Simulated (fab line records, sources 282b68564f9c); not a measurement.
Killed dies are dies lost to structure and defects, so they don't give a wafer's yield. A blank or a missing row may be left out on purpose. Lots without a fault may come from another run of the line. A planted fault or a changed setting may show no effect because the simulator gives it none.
A struck lot beside a sound one | flow rit_cmos | 43 steps out of a route of 202
Sound: wafers L987.2, L987.3, L987.6. Struck: wafer L994.3. (L994.2, L994.4 of the same lot were not struck and are left out.) The cause comes at the end.
At each step with rows: each side's tool, then ch and its chambers, then its first start. Under that, the readings that differ: sound wafers | struck wafers | difference of the means | sigmas: that difference in standard deviations of wafers without a fault.
alike: readings whose means differ by less than 2 such deviations, and words and numbers that are the same on both sides. not compared: withheld readings, readings that some wafer has no value for, bounds like >300 that may hide the same value, and numbers for which the record gives no deviation and whose values overlap.
The two part at a step that has a row with sigmas, a row that says differs or no value, or rows on one side only. Numbers that don't overlap but have no deviation are shown without sigmas and don't part them. A reading that every wafer of one side lacks parts them only if that side has two wafers or more.

first, 1 step without rows for these wafers: RIT_NLDD_IMPLANT_08.
RIT_NLDD_STRIP_09: strips in O2, time 180 s.
  sound on plasma_asher-02 ch 0,1, day 3 04:57; struck on plasma_asher-02 ch 0, day 4 18:57
  alike: drypump_motor_current_A
  not compared: rf_hours_counter_h
RIT_NLDD_TW_MEAS_10:
  sound on film_metro-04, day 3 05:08; struck on film_metro-04, day 4 19:08
  alike: NLDD_TW
then, 6 steps without rows for these wafers: RIT_PLDD_HMDS_00 (prime time 60 s); RIT_PLDD_COAT_01 (resist thk 1000 nm); RIT_PLDD_SOFTBAKE_02 (time 60 s); RIT_PLDD_EXPOSE_03 (exposes mask M8, target cd 40900 nm); RIT_PLDD_PEB_04; RIT_PLDD_DEVELOP_05 (develop time 50 s).
RIT_PLDD_OVL_MEAS_06:
  sound on overlay-01, day 3 06:23; struck on overlay-01, day 4 20:02
  alike: PLDD_OVL
then, 2 steps without rows for these wafers: RIT_PLDD_HARDBAKE_07 (time 60 s); RIT_PLDD_IMPLANT_08.
RIT_PLDD_STRIP_09: strips in O2, time 180 s.
  sound on plasma_asher-01 ch 1, day 3 06:43; struck on plasma_asher-01 ch 1, day 4 20:22
  alike: drypump_motor_current_A
  not compared: rf_hours_counter_h
RIT_PLDD_TW_MEAS_10:
  sound on film_metro-02, day 3 06:53; struck on film_metro-01, day 4 20:33
  alike: PLDD_TW
then, 4 steps without rows for these wafers: RIT_SPACER_CLEAN_00 (cleans in SC1, time 600 s); RIT_SPACER_CLEAN_01 (cleans in dHF, time 30 s); RIT_SPACER_CLEAN_02 (cleans in SC2, time 600 s); RIT_SPACER_CVD_03 (deposits Si3N4 from SiH2Cl2/NH3, target thk 250 nm, time 3300 s).
RIT_SPACER_THK_MEAS_04:
  sound on film_metro-01, day 3 09:14; struck on film_metro-01, day 4 23:52
  alike: SPACER_NITRIDE_THK
RIT_SPACER_ETCHBACK_05: etches Si3N4 in SF6/CHF3, stops on SiO2, target depth 250 nm, time 240 s.
  sound on rie_diel-02 ch 0,1,3, day 3 09:17; struck on rie_diel-03 ch 1, day 4 23:55
  alike: drypump_motor_current_A, oes_product_au, throttle_valve_pct
  not compared: rf_hours_counter_h
then, 6 steps without rows for these wafers: RIT_NSD_HMDS_00 (prime time 60 s); RIT_NSD_COAT_01 (resist thk 1000 nm); RIT_NSD_SOFTBAKE_02 (time 60 s); RIT_NSD_EXPOSE_03 (exposes mask M9, target cd 40700 nm); RIT_NSD_PEB_04; RIT_NSD_DEVELOP_05 (develop time 50 s).
RIT_NSD_OVL_MEAS_06:
  sound on overlay-02, day 3 10:18; struck on overlay-01, day 5 01:03
  alike: NSD_OVL
then, 2 steps without rows for these wafers: RIT_NSD_HARDBAKE_07 (time 60 s); RIT_NSD_IMPLANT_08.
RIT_NSD_STRIP_09: strips in O2, time 180 s.
  sound on plasma_asher-01 ch 0,1, day 3 10:38; struck on plasma_asher-02 ch 1, day 5 01:23
  alike: drypump_motor_current_A
  not compared: rf_hours_counter_h
RIT_NSD_TW_MEAS_10:
  sound on film_metro-01, day 3 10:49; struck on film_metro-04, day 5 01:34
  alike: NSD_TW
then, 6 steps without rows for these wafers: RIT_PSD_HMDS_00 (prime time 60 s); RIT_PSD_COAT_01 (resist thk 1000 nm); RIT_PSD_SOFTBAKE_02 (time 60 s); RIT_PSD_EXPOSE_03 (exposes mask M10, target cd 40900 nm); RIT_PSD_PEB_04; RIT_PSD_DEVELOP_05 (develop time 50 s).
RIT_PSD_OVL_MEAS_06:
  sound on overlay-01, day 3 11:50; struck on overlay-02, day 5 02:36
  alike: PSD_OVL
then, 2 steps without rows for these wafers: RIT_PSD_HARDBAKE_07 (time 60 s); RIT_PSD_IMPLANT_08.
RIT_PSD_STRIP_09: strips in O2, time 180 s.
  sound on plasma_asher-01 ch 0,1, day 3 12:10; struck on plasma_asher-03 ch 0, day 5 02:56
  alike: drypump_motor_current_A
  not compared: rf_hours_counter_h
RIT_PSD_TW_MEAS_10:
  sound on film_metro-01, day 3 12:22; struck on film_metro-01, day 5 03:07
  alike: PSD_TW
RIT_M1_PROBE_99:
  sound on prober-02, day 3 20:19; struck on prober-01, day 5 11:45
  reading             | sound | struck                   | difference                   | sigmas
  hold                | - - - | await_dispo/4.1h/release | no value on the sound wafers |
  killed_at_front_end | 4 8 5 | 43                       | +37                          | +12
  killed_dies         | 5 8 5 | 43                       | +37                          | +12
  killed_on_rim       | 2 2 0 | 7                        | +6                           | +4
  alike: killed_at_M0_to_M3, killed_at_contacts, killed_open, killed_short

WHERE THEY PART
Only at RIT_M1_PROBE_99, within this record.

WHY: what the simulator had put in
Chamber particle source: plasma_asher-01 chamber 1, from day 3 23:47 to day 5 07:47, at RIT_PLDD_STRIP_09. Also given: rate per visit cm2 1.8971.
